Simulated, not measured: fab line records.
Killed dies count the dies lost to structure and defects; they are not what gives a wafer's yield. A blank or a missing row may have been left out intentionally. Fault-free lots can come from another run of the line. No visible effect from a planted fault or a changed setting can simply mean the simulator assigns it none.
Matching of chambers + flow berkeley cmos170 + UCB170_GATE_ETCH_14 on rie diel-04 has 4 sister chambers
The step etches BARC in N2/H2. 8 wafers are shown with their chamber, then 7 later ones without.

## WAFERS PAIRED WITH THEIR CHAMBERS
| wafer  | chamber | throttle valve pct (%) | drypump motor current A (A) |
|--------|---------|------------------------|-----------------------------|
| L588.6 | 0       | 13.26                  | 5.6                         |
| L592.3 | 0       | 13.24                  | 5.6                         |
| L597.3 | 2       | 13.41                  | 5.9                         |
| L605.2 | 3       | 12.85                  | 6.4                         |
| L605.3 | 1       | 13.22                  | 5.7                         |
| L605.5 | 3       | 12.84                  | 6.4                         |
| L606.3 | 2       | 13.41                  | 5.8                         |
| L606.4 | 1       | 13.21                  | 5.7                         |

## WAFERS MISSING THEIR CHAMBER
| wafer  | throttle valve pct (%) | drypump motor current A (A) |
|--------|------------------------|-----------------------------|
| L606.6 | 13.23                  | 5.6                         |
| L607.2 | 13.41                  | 5.9                         |
| L607.4 | 13.21                  | 5.7                         |
| L607.6 | 13.25                  | 5.5                         |
| L610.2 | 13.23                  | 5.6                         |
| L610.3 | 13.22                  | 5.7                         |
| L610.5 | 13.40                  | 5.8                         |

## WHICH CHAMBER EACH ONE RAN IN
| wafer  | from the rows above     | in truth |
|--------|-------------------------|----------|
| L606.6 | can't be placed: 0 or 1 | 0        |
| L607.2 | 2                       | 2        |
| L607.4 | 1                       | 1        |
| L607.6 | 0                       | 0        |
| L610.2 | can't be placed: 0 or 1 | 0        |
| L610.3 | 1                       | 1        |
| L610.5 | 2                       | 2        |
Correctly placed: 5 of 7. From these rows, 2 cannot be placed; in 2 the true chamber is one of the candidates. Number placed wrongly: 0.
How it was worked out, from the rows above alone: a wafer's distance from a chamber is the root of the sum, over the readings, of the square of ((its reading less the chamber's mean) divided by the reading's scatter). If the next closest chamber is less than 2 further off than the closest, the wafer can't be placed; otherwise it belongs to the closest. Each chamber's mean is taken over the wafers shown for it. The scatter: take each reading less its chamber's mean, square it, sum over the shown wafers, divide by the number of wafers less the number of chambers, and take the root.
